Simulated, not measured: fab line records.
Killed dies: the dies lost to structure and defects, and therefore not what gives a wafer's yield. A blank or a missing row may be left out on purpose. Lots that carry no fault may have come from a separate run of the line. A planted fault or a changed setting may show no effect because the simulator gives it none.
Which of the tools did it? || flow berkeley-cmos170 || 14 lots, 42 wafers sampled, at 3 steps of a route of 331

## WHAT THE GAUGES SHOWED, per wafer
UCB170_SILICIDE_RS_MEAS_02: a four-point-probe measurement. Usual: for SILICIDE_TI_RS the level is 26.1 ohm/sq and the standard deviation is 0.4.
{"lot": "L921", "measured": "day 8 11:30", "on": "film-metro-01", "SILICIDE_TI_RS (ohm/sq)": "26.6 26.7 26.7", "flag": ""}
{"lot": "L919", "measured": "day 8 12:14", "on": "film-metro-04", "SILICIDE_TI_RS (ohm/sq)": "26.1 25.8 25.9", "flag": ""}
{"lot": "L922", "measured": "day 8 12:26", "on": "film-metro-04", "SILICIDE_TI_RS (ohm/sq)": "25.8 26.1 26.2", "flag": ""}
{"lot": "L925", "measured": "day 9 22:42", "on": "film-metro-04", "SILICIDE_TI_RS (ohm/sq)": "26.7 26.5 26.4", "flag": ""}
{"lot": "L926", "measured": "day 9 23:13", "on": "film-metro-04", "SILICIDE_TI_RS (ohm/sq)": "25.8 25.4 25.6", "flag": ""}
{"lot": "L930", "measured": "day 10 08:30", "on": "film-metro-02", "SILICIDE_TI_RS (ohm/sq)": "26.0 26.0 26.0", "flag": ""}
{"lot": "L929", "measured": "day 10 09:15", "on": "film-metro-02", "SILICIDE_TI_RS (ohm/sq)": "26.3 26.2 26.1", "flag": ""}
{"lot": "L927", "measured": "day 10 09:36", "on": "film-metro-02", "SILICIDE_TI_RS (ohm/sq)": "26.0 25.5 25.8", "flag": ""}
{"lot": "L931", "measured": "day 11 02:18", "on": "film-metro-02", "SILICIDE_TI_RS (ohm/sq)": "26.8 26.4 26.3", "flag": ""}
{"lot": "L936", "measured": "day 12 03:06", "on": "film-metro-01", "SILICIDE_TI_RS (ohm/sq)": "26.7 26.3 26.1", "flag": ""}
{"lot": "L933", "measured": "day 12 03:19", "on": "film-metro-01", "SILICIDE_TI_RS (ohm/sq)": "26.1 25.9 26.4", "flag": ""}
{"lot": "L935", "measured": "day 12 03:39", "on": "film-metro-04", "SILICIDE_TI_RS (ohm/sq)": "26.1 26.5 26.0", "flag": ""}
{"lot": "L939", "measured": "day 12 10:48", "on": "film-metro-04", "SILICIDE_TI_RS (ohm/sq)": "25.6 25.8 25.5", "flag": ""}
{"lot": "L940", "measured": "day 12 10:58", "on": "film-metro-01", "SILICIDE_TI_RS (ohm/sq)": "26.9 26.6 26.9", "flag": ""}

UCB170_CONTACT_OVL_MEAS_16. Usual: for CONTACT_OVL the level is 1 nm and the standard deviation is 5.1.
{"lot": "L921", "measured": "day 8 17:35", "on": "overlay-02", "CONTACT_OVL (nm)": "2 7 7", "flag": ""}
{"lot": "L919", "measured": "day 8 18:02", "on": "overlay-02", "CONTACT_OVL (nm)": "-4 -3 -2", "flag": ""}
{"lot": "L922", "measured": "day 8 18:16", "on": "overlay-01", "CONTACT_OVL (nm)": "-1 -2 -3", "flag": ""}
{"lot": "L925", "measured": "day 10 03:59", "on": "overlay-02", "CONTACT_OVL (nm)": "1 7 3", "flag": ""}
{"lot": "L926", "measured": "day 10 04:10", "on": "overlay-02", "CONTACT_OVL (nm)": "5 7 14", "flag": ""}
{"lot": "L930", "measured": "day 10 12:50", "on": "overlay-01", "CONTACT_OVL (nm)": "-8 -3 -6", "flag": ""}
{"lot": "L929", "measured": "day 10 13:33", "on": "overlay-02", "CONTACT_OVL (nm)": "-3 -2 8", "flag": ""}
{"lot": "L927", "measured": "day 10 14:56", "on": "overlay-02", "CONTACT_OVL (nm)": "1 -2 1", "flag": ""}
{"lot": "L931", "measured": "day 11 06:26", "on": "overlay-02", "CONTACT_OVL (nm)": "-2 3 1", "flag": ""}
{"lot": "L936", "measured": "day 12 12:01", "on": "overlay-02", "CONTACT_OVL (nm)": "5 -5 -1", "flag": ""}
{"lot": "L933", "measured": "day 12 12:13", "on": "overlay-01", "CONTACT_OVL (nm)": "4 -6 -2", "flag": ""}
{"lot": "L935", "measured": "day 12 12:29", "on": "overlay-02", "CONTACT_OVL (nm)": "4 -3 1", "flag": ""}
{"lot": "L939", "measured": "day 12 19:22", "on": "overlay-01", "CONTACT_OVL (nm)": "7 3 6", "flag": ""}
{"lot": "L940", "measured": "day 12 19:11", "on": "overlay-01", "CONTACT_OVL (nm)": "2 1 -8", "flag": ""}

## TOOL THAT RAN EACH LOT (tool first, then ch and the chambers of the sampled wafers, then the start)
{"lot": "L921", "UCB170_CONTACT_STRIP_06": "plasma-asher-04 ch 0,1, day 8 15:31"}
{"lot": "L919", "UCB170_CONTACT_STRIP_06": "plasma-asher-04 ch 0,1, day 8 15:51"}
{"lot": "L922", "UCB170_CONTACT_STRIP_06": "plasma-asher-03 ch 0,1, day 8 15:58"}
{"lot": "L925", "UCB170_CONTACT_STRIP_06": "plasma-asher-03 ch 0,1, day 10 02:14"}
{"lot": "L926", "UCB170_CONTACT_STRIP_06": "plasma-asher-04 ch 0,1, day 10 02:17"}
{"lot": "L930", "UCB170_CONTACT_STRIP_06": "plasma-asher-03 ch 0,1, day 10 11:22"}
{"lot": "L929", "UCB170_CONTACT_STRIP_06": "plasma-asher-04 ch 0,1, day 10 12:07"}
{"lot": "L927", "UCB170_CONTACT_STRIP_06": "plasma-asher-04 ch 0,1, day 10 13:10"}
{"lot": "L931", "UCB170_CONTACT_STRIP_06": "plasma-asher-03 ch 0,1, day 11 05:04"}
{"lot": "L936", "UCB170_CONTACT_STRIP_06": "plasma-asher-03 ch 0,1, day 12 10:31"}
{"lot": "L933", "UCB170_CONTACT_STRIP_06": "plasma-asher-02 ch 0,1, day 12 10:40"}
{"lot": "L935", "UCB170_CONTACT_STRIP_06": "plasma-asher-03 ch 0,1, day 12 10:58"}
{"lot": "L939", "UCB170_CONTACT_STRIP_06": "plasma-asher-02 ch 0,1, day 12 16:53"}
{"lot": "L940", "UCB170_CONTACT_STRIP_06": "plasma-asher-04 ch 0,1, day 12 16:43"}
- UCB170_CONTACT_STRIP_06: strips in O2.

## AS READ BY THE TOOLS THEMSELVES (means over the sampled wafers that have a number; for cases with no such wafer, the mark the record gives instead)
UCB170_CONTACT_STRIP_06. Usual: drypump-motor-current-A 5.6 A, standard deviation 0.32; oes-product-au 0.735 a.u., standard deviation 0.0049; strip-time-to-endpoint-s 22.00 s, standard deviation 0.06.
{"lot": "L921", "tool": "plasma-asher-04", "drypump-motor-current-A (A)": 5.3, "oes-product-au (a.u.)": 0.737, "strip-time-to-endpoint-s (s)": 21.94, "flag": ""}
{"lot": "L919", "tool": "plasma-asher-04", "drypump-motor-current-A (A)": 5.3, "oes-product-au (a.u.)": 0.731, "strip-time-to-endpoint-s (s)": 21.88, "flag": ""}
{"lot": "L922", "tool": "plasma-asher-03", "drypump-motor-current-A (A)": 5.6, "oes-product-au (a.u.)": 0.738, "strip-time-to-endpoint-s (s)": 22.05, "flag": ""}
{"lot": "L925", "tool": "plasma-asher-03", "drypump-motor-current-A (A)": 5.7, "oes-product-au (a.u.)": 0.737, "strip-time-to-endpoint-s (s)": 21.97, "flag": ""}
{"lot": "L926", "tool": "plasma-asher-04", "drypump-motor-current-A (A)": 5.2, "oes-product-au (a.u.)": 0.734, "strip-time-to-endpoint-s (s)": 21.94, "flag": ""}
{"lot": "L930", "tool": "plasma-asher-03", "drypump-motor-current-A (A)": 5.6, "oes-product-au (a.u.)": 0.729, "strip-time-to-endpoint-s (s)": 21.97, "flag": ""}
{"lot": "L929", "tool": "plasma-asher-04", "drypump-motor-current-A (A)": 5.2, "oes-product-au (a.u.)": 0.738, "strip-time-to-endpoint-s (s)": 21.97, "flag": ""}
{"lot": "L927", "tool": "plasma-asher-04", "drypump-motor-current-A (A)": 5.2, "oes-product-au (a.u.)": 0.739, "strip-time-to-endpoint-s (s)": 22.00, "flag": ""}
{"lot": "L931", "tool": "plasma-asher-03", "drypump-motor-current-A (A)": 5.6, "oes-product-au (a.u.)": 0.736, "strip-time-to-endpoint-s (s)": 22.02, "flag": ""}
{"lot": "L936", "tool": "plasma-asher-03", "drypump-motor-current-A (A)": 5.8, "oes-product-au (a.u.)": 0.734, "strip-time-to-endpoint-s (s)": 22.00, "flag": ""}
{"lot": "L933", "tool": "plasma-asher-02", "drypump-motor-current-A (A)": 5.9, "oes-product-au (a.u.)": 0.733, "strip-time-to-endpoint-s (s)": 22.03, "flag": ""}
{"lot": "L935", "tool": "plasma-asher-03", "drypump-motor-current-A (A)": 5.6, "oes-product-au (a.u.)": 0.734, "strip-time-to-endpoint-s (s)": 22.09, "flag": ""}
{"lot": "L939", "tool": "plasma-asher-02", "drypump-motor-current-A (A)": 5.9, "oes-product-au (a.u.)": 0.738, "strip-time-to-endpoint-s (s)": 22.04, "flag": ""}
{"lot": "L940", "tool": "plasma-asher-04", "drypump-motor-current-A (A)": 5.3, "oes-product-au (a.u.)": 0.734, "strip-time-to-endpoint-s (s)": 22.03, "flag": ""}

## THE ANSWER, worked out from the rows above alone
Rule: a lot counts as off when the mean over its wafers that have a number is more than 3 standard deviations away from the usual mean. A lot without any number at a reading at which 4 lots or more have one is off too. Any other lot the step has rows for is counted as sound. The gauges are gone through in route order, then the tools' own readings, and for those a lot's mean is taken as printed above. The first step at which some lot is off is used, and at that step the reading that is off furthest; a lot without a number counts as furthest.
No lot is off on any of the readings shown, so nothing can be concluded from this.

## WHAT THE SIMULATOR HAD INSERTED
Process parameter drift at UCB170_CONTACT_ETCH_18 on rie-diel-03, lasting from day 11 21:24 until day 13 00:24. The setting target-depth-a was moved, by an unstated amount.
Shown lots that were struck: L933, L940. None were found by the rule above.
